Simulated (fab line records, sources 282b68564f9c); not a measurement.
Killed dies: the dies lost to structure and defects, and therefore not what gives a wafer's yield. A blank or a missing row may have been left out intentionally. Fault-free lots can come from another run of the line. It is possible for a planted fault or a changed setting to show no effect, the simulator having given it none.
A single fault, viewed from 2 desks -- flow ritCmos -- what lay behind the numbers comes last; until then each desk has only its own

== THE METROLOGY DESK ==
Lot by lot, what the gauges showed, no matter which tool ran the lot: averages of those sampled wafers that carry a number. Any lot whose mean is over 4 standard deviations away from the usual mean is out of limits and marked OUT; that distance is given in the brackets.
Columns: A = INCOMING_BOW at RIT_ACTIVE_BOW_MEAS_00, usual 0 um; B = SILICIDE_TI_RS at RIT_SILICIDE_RS_MEAS_02, usual 47.7 ohm/sq; C = SILICIDE_TI_THK at RIT_SILICIDE_THK_MEAS_03, usual 30.3 nm; D = cdNm at RIT_CONTACT_CD_MEAS_08, usual 999.5 nm
lot,first seen here,A,B,C,D
L863,day 2 01:00,7,47.1,30.6,997.7
L864,day 2 06:01,-1,48.3,30.0,1000.7
L867,day 2 21:02,2,29.8 (-25) OUT,44.3 (+38) OUT,998.5
L870,day 3 12:01,-1,30.2 (-25) OUT,44.0 (+37) OUT,998.9
L872,day 3 22:01,-1,47.8,30.2,997.5
L873,day 4 03:01,-0,48.1,30.2,1000.9
L874,day 4 08:01,2,47.4,30.7,998.7
L875,day 4 13:02,-2,47.4,30.6,998.9
L878,day 5 04:00,-2,46.9,30.7,1000.3
L879,day 5 09:00,3,47.9,30.2,1001.5
L880,day 5 14:01,6,47.9,30.3,1000.5
L881,day 5 19:02,1,48.2,30.0,999.9
L882,day 6 00:00,-1,47.9,30.3,1001.7
L883,day 6 05:00,1,47.0,30.7,997.0
This desk finds L867, L870 out of limits, with the earliest case on L867 at day 4 19:57 (SILICIDE_TI_RS at RIT_SILICIDE_RS_MEAS_02). L863, L864, L872, L873, L874, L875, L878, L879, L880, L881, L882, L883 stayed within limits.

== FOR THE TOOL OWNER'S DESK: pvdSputter-04 ==
The tool's own readings at RIT_SILICIDE_SPUTTER_01 (material Ti, target thk 30 nm, time 240 s): means of the sampled wafers that have a number, for each lot that ran on this tool. Any lot whose mean is over 4 standard deviations away from the usual mean is out of limits and marked OUT; that distance is given in the brackets.
Columns: A = chamberPressurePa at RIT_SILICIDE_SPUTTER_01, usual 0.6669 Pa; B = throttleValvePct at RIT_SILICIDE_SPUTTER_01, usual 29.6 %
lot,first seen here,A,B
L867,day 4 19:46,0.6674,30.1
L870,day 5 08:49,0.6671,29.5
Finding of this desk: none of the 2 lots has anything out of limits.

== ALL TOGETHER ==
An alarm was possible from the metrology desk at day 4 19:57, on L867, L870.
Nothing out of limits was seen by the tool owner's desk.
On record at the tool owner's desk: L867, L870, within its limits.
The lots listed all ran RIT_SILICIDE_SPUTTER_01 on pvdSputter-04.

== WHAT THE SIMULATOR HAD INSERTED ==
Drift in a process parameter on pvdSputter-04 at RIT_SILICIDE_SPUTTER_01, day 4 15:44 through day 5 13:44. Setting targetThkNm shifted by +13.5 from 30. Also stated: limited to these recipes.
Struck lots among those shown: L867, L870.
Per desk, hours elapsed from the start of the fault to the first reading out of limits: for the metrology desk, 4.
